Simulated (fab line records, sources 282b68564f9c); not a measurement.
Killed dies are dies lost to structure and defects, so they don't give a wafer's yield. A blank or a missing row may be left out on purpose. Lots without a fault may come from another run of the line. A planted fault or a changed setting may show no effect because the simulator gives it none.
A struck lot beside a sound one | flow rit_cmos | 23 steps out of a route of 202
Sound: wafers L528.1, L528.5, L528.6. Struck: wafers L539.3, L539.4, L539.5. The cause comes at the end.
At each step with rows: each side's tool, then ch and its chambers, then its first start. Under that, the readings that differ: sound wafers | struck wafers | difference of the means | sigmas: that difference in standard deviations of wafers without a fault.
alike: readings whose means differ by less than 2 such deviations, and words and numbers that are the same on both sides. not compared: withheld readings, readings that some wafer has no value for, bounds like >300 that may hide the same value, and numbers for which the record gives no deviation and whose values overlap.
The two part at a step that has a row with sigmas, a row that says differs or no value, or rows on one side only. Numbers that don't overlap but have no deviation are shown without sigmas and don't part them. A reading that every wafer of one side lacks parts them only if that side has two wafers or more.

RIT_CONTACT_CD_MEAS_08: target cd 1000 nm.
  sound on cd_sem-01, day 3 14:57; struck on cd_sem-01, day 5 18:19
  reading    | sound                | struck            | difference | sigmas
  cd_nm (nm) | 1002.2 1003.2 1003.2 | 995.3 995.7 996.8 | -6.9       | -3
RIT_CONTACT_OVL_MEAS_09:
  sound on overlay-01, day 3 15:04; struck on overlay-02, day 5 18:25
  reading          | sound          | struck       | difference | sigmas
  CONTACT_OVL (nm) | -1.4 -4.9 -3.1 | 1.5 -0.7 2.3 | +4.2       | +3
then, 1 step without rows for these wafers: RIT_CONTACT_HARDBAKE_10 (time 60 s).
RIT_CONTACT_ETCH_11: etches SiO2 in CHF3/CF4/Ar, stops on TiSi2, target depth 480 nm, time 320 s.
  sound on rie_diel-02 ch 1,3, day 3 15:16; struck on rie_diel-02 ch 2,3, day 5 18:37
  alike: drypump_motor_current_A, oes_product_au, throttle_valve_pct
  not compared: rf_hours_counter_h
RIT_CONTACT_STRIP_12: strips in O2, time 180 s.
  sound on plasma_asher-01 ch 0,1, day 3 15:27; struck on plasma_asher-01 ch 0,1, day 5 18:52
  alike: drypump_motor_current_A
  not compared: rf_hours_counter_h
RIT_CONTACT_CD_MEAS_90: target cd 1000 nm.
  sound on cd_sem-01, day 3 15:38; struck on cd_sem-02, day 5 19:02
  reading    | sound                | struck            | difference | sigmas
  cd_nm (nm) | 1002.6 1003.1 1003.2 | 994.8 996.0 996.2 | -7.3       | -3
then, 2 steps without rows for these wafers: RIT_CONTACT_CLEAN_13 (cleans in SC1, time 600 s); RIT_CONTACT_CLEAN_14 (cleans in SC2, time 600 s).
RIT_M1_SPUTTER_00: material Al, target thk 400 nm, time 500 s.
  sound on pvd_sputter-03, day 3 16:07; struck on pvd_sputter-03, day 5 19:29
  alike: throttle_valve_pct
RIT_M1_RS_MEAS_01: measures by four-point-probe.
  sound on film_metro-04, day 3 16:25; struck on film_metro-02, day 5 19:49
  alike: M1_AL_RS
RIT_M1_THK_MEAS_02: measures by xrf.
  sound on film_metro-04, day 3 16:32; struck on film_metro-02, day 5 19:55
  reading        | sound       | struck      | difference | sigmas
  M1_AL_THK (nm) | 393 395 396 | 404 406 405 | +10        | +2
then, 1 step without rows for these wafers: RIT_M1_HMDS_03 (prime time 60 s).
RIT_M1_COAT_04: resist thk 1300 nm.
  sound on litho_track-02 ch 0, day 3 16:44; struck on litho_track-02 ch 0, day 5 20:10
  reading                                 | sound                | struck               | difference | sigmas
  spin_speed_rpm (rpm)                    | 2000.9 1999.9 2001.8 | 1939.6 1941.7 1939.3 | -60.7      | -47
  model.NOVOLAK_of_M1_COAT_04.thk_nm (nm) | 1300 1297 1300       | 1316 1319 1315       | +18        |
then, 4 steps without rows for these wafers: RIT_M1_SOFTBAKE_05 (time 60 s); RIT_M1_EXPOSE_06 (exposes mask M12, target cd 2600 nm); RIT_M1_PEB_07; RIT_M1_DEVELOP_08 (develop time 68 s).
RIT_M1_CD_MEAS_09: target cd 2600 nm.
  sound on cd_sem-02, day 3 17:28; struck on cd_sem-02, day 5 20:55
  alike: cd_nm
RIT_M1_OVL_MEAS_10:
  sound on overlay-01, day 3 17:35; struck on overlay-02, day 5 21:01
  alike: M1_OVL
then, 1 step without rows for these wafers: RIT_M1_HARDBAKE_11 (time 120 s).
RIT_M1_METAL_ETCH_12: etches Al in Cl2/BCl3, stops on SiO2, time 165 s, target depth 600 nm.
  sound on rie_metal-04 ch 0,1, day 3 17:52; struck on rie_metal-01 ch 0,1, day 5 21:20
  reading                                 | sound             | struck          | difference | sigmas
  model.NOVOLAK_of_M1_COAT_04.thk_nm (nm) | 806.7 806.8 808.2 | 825.7 824 826.6 | +18.2      |
  alike: drypump_motor_current_A, oes_product_au, throttle_valve_pct
  not compared: rf_hours_counter_h
then, 1 step without rows for these wafers: RIT_M1_STRIP_13 (strips in nmp, time 600 s).
RIT_M1_PROBE_99:
  sound on prober-02, day 3 20:50; struck on prober-02, day 6 00:10
  alike: defect_limited_yield, killed_at_contacts, killed_at_front_end, killed_dies, killed_open, killed_short, sort_bin_3_pad_short, sort_bin_5_function, sort_bin_6_memory, sort_n_pass, sort_yield_pct

WHERE THEY PART
First at RIT_CONTACT_CD_MEAS_08; last, within this record, at RIT_M1_COAT_04. Later steps at which nothing parts them and some readings are alike: RIT_M1_CD_MEAS_09, RIT_M1_OVL_MEAS_10, RIT_M1_METAL_ETCH_12, RIT_M1_PROBE_99.

WHY: what the simulator had put in
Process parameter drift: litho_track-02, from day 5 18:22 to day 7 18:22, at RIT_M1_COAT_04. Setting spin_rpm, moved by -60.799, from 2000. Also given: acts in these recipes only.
